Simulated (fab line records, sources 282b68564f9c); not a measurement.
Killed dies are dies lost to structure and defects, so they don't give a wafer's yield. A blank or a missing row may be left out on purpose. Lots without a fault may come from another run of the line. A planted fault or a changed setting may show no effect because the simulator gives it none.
A struck lot beside a sound one | flow rit_cmos | 21 steps out of a route of 202
Sound: wafers L857.1, L857.2, L857.3. Struck: wafers L863.2, L863.3, L863.4. The cause comes at the end.
At each step with rows: each side's tool, then ch and its chambers, then its first start. Under that, the readings that differ: sound wafers | struck wafers | difference of the means | sigmas: that difference in standard deviations of wafers without a fault.
alike: readings whose means differ by less than 2 such deviations, and words and numbers that are the same on both sides. not compared: withheld readings, readings that some wafer has no value for, bounds like >300 that may hide the same value, and numbers for which the record gives no deviation and whose values overlap.
The two part at a step that has a row with sigmas, a row that says differs or no value, or rows on one side only. Numbers that don't overlap but have no deviation are shown without sigmas and don't part them. A reading that every wafer of one side lacks parts them only if that side has two wafers or more.

first, 6 steps without rows for these wafers: RIT_NWELL_HMDS_00 (prime time 60 s); RIT_NWELL_COAT_01 (resist thk 1300 nm); RIT_NWELL_SOFTBAKE_02 (time 60 s); RIT_NWELL_EXPOSE_03 (exposes mask M2, target cd 43900 nm); RIT_NWELL_PEB_04; RIT_NWELL_DEVELOP_05 (develop time 68 s).
RIT_NWELL_OVL_MEAS_06:
  sound on overlay-02, day 2 13:29; struck on overlay-01, day 3 20:42
  alike: NWELL_OVL
then, 2 steps without rows for these wafers: RIT_NWELL_HARDBAKE_07 (time 120 s); RIT_NWELL_IMPLANT_08.
RIT_NWELL_STRIP_09: strips in O2, time 180 s.
  sound on plasma_asher-01 ch 0,1, day 2 13:55; struck on plasma_asher-01 ch 0,1, day 3 21:08
  alike: drypump_motor_current_A
  not compared: rf_hours_counter_h
RIT_NWELL_TW_MEAS_10:
  sound on film_metro-04, day 2 14:05; struck on film_metro-01, day 3 21:19
  alike: NWELL_TW
then, 1 step without rows for these wafers: RIT_PWELL_HMDS_00 (prime time 60 s).
RIT_PWELL_COAT_01: resist thk 1300 nm.
  sound on litho_track-04 ch 0, day 2 14:18; struck on litho_track-01 ch 0, day 3 21:32
  reading                                    | sound          | struck         | difference | sigmas
  model.NOVOLAK_of_PWELL_COAT_01.thk_nm (nm) | 1301 1300 1303 | 1336 1334 1332 | +33        |
  alike: resist_line_temp_C
then, 4 steps without rows for these wafers: RIT_PWELL_SOFTBAKE_02 (time 60 s); RIT_PWELL_EXPOSE_03 (exposes mask M3, target cd 43700 nm); RIT_PWELL_PEB_04; RIT_PWELL_DEVELOP_05 (develop time 68 s).
RIT_PWELL_OVL_MEAS_06:
  sound on overlay-02, day 2 15:02; struck on overlay-02, day 3 22:15
  alike: PWELL_OVL
RIT_PWELL_HARDBAKE_07: time 120 s.
  sound on litho_track-01 ch 0, day 2 15:04; struck on litho_track-01 ch 0, day 3 22:19
  reading                                    | sound          | struck         | difference | sigmas
  model.NOVOLAK_of_PWELL_COAT_01.thk_nm (nm) | 1138 1137 1140 | 1168 1167 1165 | +28        |
  alike: resist_line_temp_C
then, 1 step without rows for these wafers: RIT_PWELL_IMPLANT_08.
RIT_M1_PROBE_99:
  the record has rows for the sound wafers here (prober-01, day 4 02:44) and none for the struck ones

WHERE THEY PART
Only at RIT_M1_PROBE_99, within this record.

WHY: what the simulator had put in
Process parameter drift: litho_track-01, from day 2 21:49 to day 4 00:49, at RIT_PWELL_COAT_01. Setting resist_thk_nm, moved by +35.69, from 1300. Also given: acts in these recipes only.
